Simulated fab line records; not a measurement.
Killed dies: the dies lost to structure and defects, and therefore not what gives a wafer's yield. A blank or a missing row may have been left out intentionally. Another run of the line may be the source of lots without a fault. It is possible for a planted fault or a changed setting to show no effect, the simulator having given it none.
Struck lot and sound lot, side by side :: flow ritCmos :: 15 out of 202 route steps
Sound: these wafers, L140.1, L140.2, L140.4. The struck wafers were L158.3, L158.5, L158.6. The cause is given at the end.
Each step with rows lists, per side, the tool, then ch with its chambers, then its first start. Under that, the readings that differ: sound wafers :: struck wafers :: difference of the means :: sigmas: that difference in standard deviations of wafers without a fault.
alike: a reading whose means differ by less than 2 such deviations, as well as words and numbers matching on both sides. not compared: withheld readings; readings where some wafer has no value; bounds like >300 that might hide an equal value; numbers whose values overlap and for which the record gives no deviation.
The two part at a step that has a row with sigmas, a row that says differs or no value, or rows on one side only. Numbers that don't overlap but have no deviation are shown without sigmas and don't part them. A reading that every wafer of one side lacks parts them only if that side has two wafers or more.

RIT_CONTACT_OVL_MEAS_09:
  sound on overlay-01 at day 3 15:32; struck on overlay-01 at day 7 17:35
reading: CONTACT_OVL (nm)
sound: -4.0 -3.2 -5.0
struck: -0.9 -0.2 -0.2
difference: +3.6
sigmas: +2
then, 1 step without rows for these wafers: RIT_CONTACT_HARDBAKE_10 (time 60 s).
RIT_CONTACT_ETCH_11: etches SiO2 in CHF3/CF4/Ar, stops on TiSi2, target depth 480 nm, time 320 s.
  sound on rieDiel-02 ch 0,2,3, day 3 15:43; struck on rieDiel-02 ch 0,1, day 7 17:46
  alike: drypumpMotorCurrentA, oesProductAu, throttleValvePct
  not compared: rfHoursCounterH
RIT_CONTACT_STRIP_12: strips in O2, time 180 s.
  sound on plasmaAsher-01 ch 0,1, day 3 15:55; struck on plasmaAsher-04 ch 0,1, day 7 18:01
  alike: drypumpMotorCurrentA
  not compared: rfHoursCounterH
RIT_CONTACT_CD_MEAS_90: target cd 1000 nm.
  sound on cdSem-02 at day 3 16:05; struck on cdSem-02 at day 7 18:10
  alike: cdNm
then, 2 steps without rows for these wafers: RIT_CONTACT_CLEAN_13 (cleans in SC1, time 600 s); RIT_CONTACT_CLEAN_14 (cleans in SC2, time 600 s).
RIT_M1_SPUTTER_00: material Al, target thk 400 nm, time 500 s.
  sound on pvdSputter-01 at day 3 16:33; struck on pvdSputter-01 at day 7 18:36
  alike: throttleValvePct
RIT_M1_RS_MEAS_01: the measuring method here is four-point-probe.
  sound on filmMetro-03 at day 3 16:51; struck on filmMetro-03 at day 7 18:56
  alike: M1_AL_RS
RIT_M1_THK_MEAS_02: measures by xrf.
  sound on filmMetro-03 at day 3 16:58; struck on filmMetro-03 at day 7 19:02
  alike: M1_AL_THK
then, 2 steps without rows for these wafers: RIT_M1_HMDS_03 (prime time 60 s); RIT_M1_COAT_04 (resist thk 1300 nm).
RIT_M1_SOFTBAKE_05: time 60 s.
  sound on lithoTrack-04 ch 0, day 3 17:20; struck on lithoTrack-03 ch 0, day 7 19:25
reading: heaterPowerTotalW (W)
sound: 34.58 34.63 34.61
struck: 33.78 33.69 33.56
difference: -0.93
sigmas: -18

reading: plateTempC (C)
sound: 90.12 89.93 90.01
struck: 88.40 88.48 88.28
difference: -1.63
sigmas: -15
then, 1 step without rows for these wafers: RIT_M1_EXPOSE_06 (exposes mask M12, target cd 2600 nm).
RIT_M1_PROBE_99:
  sound on prober-02 at day 3 20:41; struck on prober-02 at day 7 22:53
  alike: defectLimitedYield, killedAtContacts, killedAtFrontEnd, killedDies, killedOpen, killedShort, sort_bin_3_pad_short, sort_bin_5_function, sort_bin_6_memory, sortNPass, sortYieldPct

## WHERE THEY PART
Earliest at RIT_CONTACT_OVL_MEAS_09; latest, in this record, at RIT_M1_SOFTBAKE_05. Later steps at which nothing parts them and some readings are alike: RIT_M1_PROBE_99.

WHY: what had been put in by the simulator
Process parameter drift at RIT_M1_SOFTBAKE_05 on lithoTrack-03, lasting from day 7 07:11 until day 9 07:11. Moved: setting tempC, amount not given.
